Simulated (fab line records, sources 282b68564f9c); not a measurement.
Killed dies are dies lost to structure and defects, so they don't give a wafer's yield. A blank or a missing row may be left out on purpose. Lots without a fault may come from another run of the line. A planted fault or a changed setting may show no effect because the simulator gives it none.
A struck lot beside a sound one | flow rit_cmos | 18 steps out of a route of 202
Sound: wafers L528.1, L528.2, L528.3. Struck: wafers L536.1, L536.4, L536.5. The cause comes at the end.
At each step with rows: each side's tool, then ch and its chambers, then its first start. Under that, the readings that differ: sound wafers | struck wafers | difference of the means | sigmas: that difference in standard deviations of wafers without a fault.
alike: readings whose means differ by less than 2 such deviations, and words and numbers that are the same on both sides. not compared: withheld readings, readings that some wafer has no value for, bounds like >300 that may hide the same value, and numbers for which the record gives no deviation and whose values overlap.
The two part at a step that has a row with sigmas, a row that says differs or no value, or rows on one side only. Numbers that don't overlap but have no deviation are shown without sigmas and don't part them. A reading that every wafer of one side lacks parts them only if that side has two wafers or more.

first, 4 steps without rows for these wafers: RIT_NWELL_SOFTBAKE_02 (time 60 s); RIT_NWELL_EXPOSE_03 (exposes mask M2, target cd 43900 nm); RIT_NWELL_PEB_04; RIT_NWELL_DEVELOP_05 (develop time 68 s).
RIT_NWELL_OVL_MEAS_06:
  sound on overlay-02, day 2 05:34; struck on overlay-01, day 3 22:26
  alike: NWELL_OVL
then, 2 steps without rows for these wafers: RIT_NWELL_HARDBAKE_07 (time 120 s); RIT_NWELL_IMPLANT_08.
RIT_NWELL_STRIP_09: strips in O2, time 180 s.
  sound on plasma_asher-04 ch 0,1, day 2 06:00; struck on plasma_asher-02 ch 0,1, day 3 22:53
  alike: drypump_motor_current_A, rf_refl_power_W
  not compared: rf_hours_counter_h
RIT_NWELL_TW_MEAS_10:
  sound on film_metro-02, day 2 06:10; struck on film_metro-04, day 3 23:03
  alike: NWELL_TW
then, 3 steps without rows for these wafers: RIT_PWELL_HMDS_00 (prime time 60 s); RIT_PWELL_COAT_01 (resist thk 1300 nm); RIT_PWELL_SOFTBAKE_02 (time 60 s).
RIT_PWELL_EXPOSE_03: exposes mask M3, target cd 43700 nm.
  sound on iline_stepper-01 ch 0, day 2 06:49; struck on iline_stepper-01 ch 0, day 3 23:34
  reading                       | sound                   | struck            | difference | sigmas
  model.PWELL.overlay_x_nm (nm) | -0.2074 -0.2074 -0.2074 | 421.3 421.3 421.3 | +421.5     |
  alike: mask, exposure_dose_mJ_cm2, stage_vel_mm_s
then, 2 steps without rows for these wafers: RIT_PWELL_PEB_04; RIT_PWELL_DEVELOP_05 (develop time 68 s).
RIT_PWELL_OVL_MEAS_06:
  sound on overlay-02, day 2 07:14; struck on overlay-01, day 4 00:08
  reading        | sound         | struck            | difference | sigmas
  PWELL_OVL (nm) | -0.2 -0.5 2.4 | 420.4 421.6 423.5 | +421.3     | +99 or more
then, 1 step without rows for these wafers: RIT_PWELL_HARDBAKE_07 (time 120 s).
RIT_M1_PROBE_99:
  sound on prober-01, day 3 18:28; struck on prober-02, day 5 12:31
  reading                                        | sound               | struck               | difference | sigmas
  model.etest.well_edge_left.line_ohm_um         | 181.8 183.5 183.1   | 228.2 225.8 225.7    | +43.8      |
  model.etest.well_edge_right.line_ohm_um        | 181.7 183.6 184.4   | 159.9 163.2 159.4    | -22.4      |
  model.etest.iso_nwell_nwell.bv_v (V)           | 21.99 22.05 22.01   | 19.6 19.73 19.78     | -2.3       |
  model.etest.iso_nplus_nwell.lateral_log10_a_um | -9.479 -9.42 -9.431 | -9.497 -9.555 -9.521 | -0.081     |
  alike: killed_at_contacts, killed_at_front_end, killed_dies, killed_open, killed_short

WHERE THEY PART
Only at RIT_PWELL_OVL_MEAS_06, within this record. Later steps at which nothing parts them and some readings are alike: RIT_M1_PROBE_99.

WHY: what the simulator had put in
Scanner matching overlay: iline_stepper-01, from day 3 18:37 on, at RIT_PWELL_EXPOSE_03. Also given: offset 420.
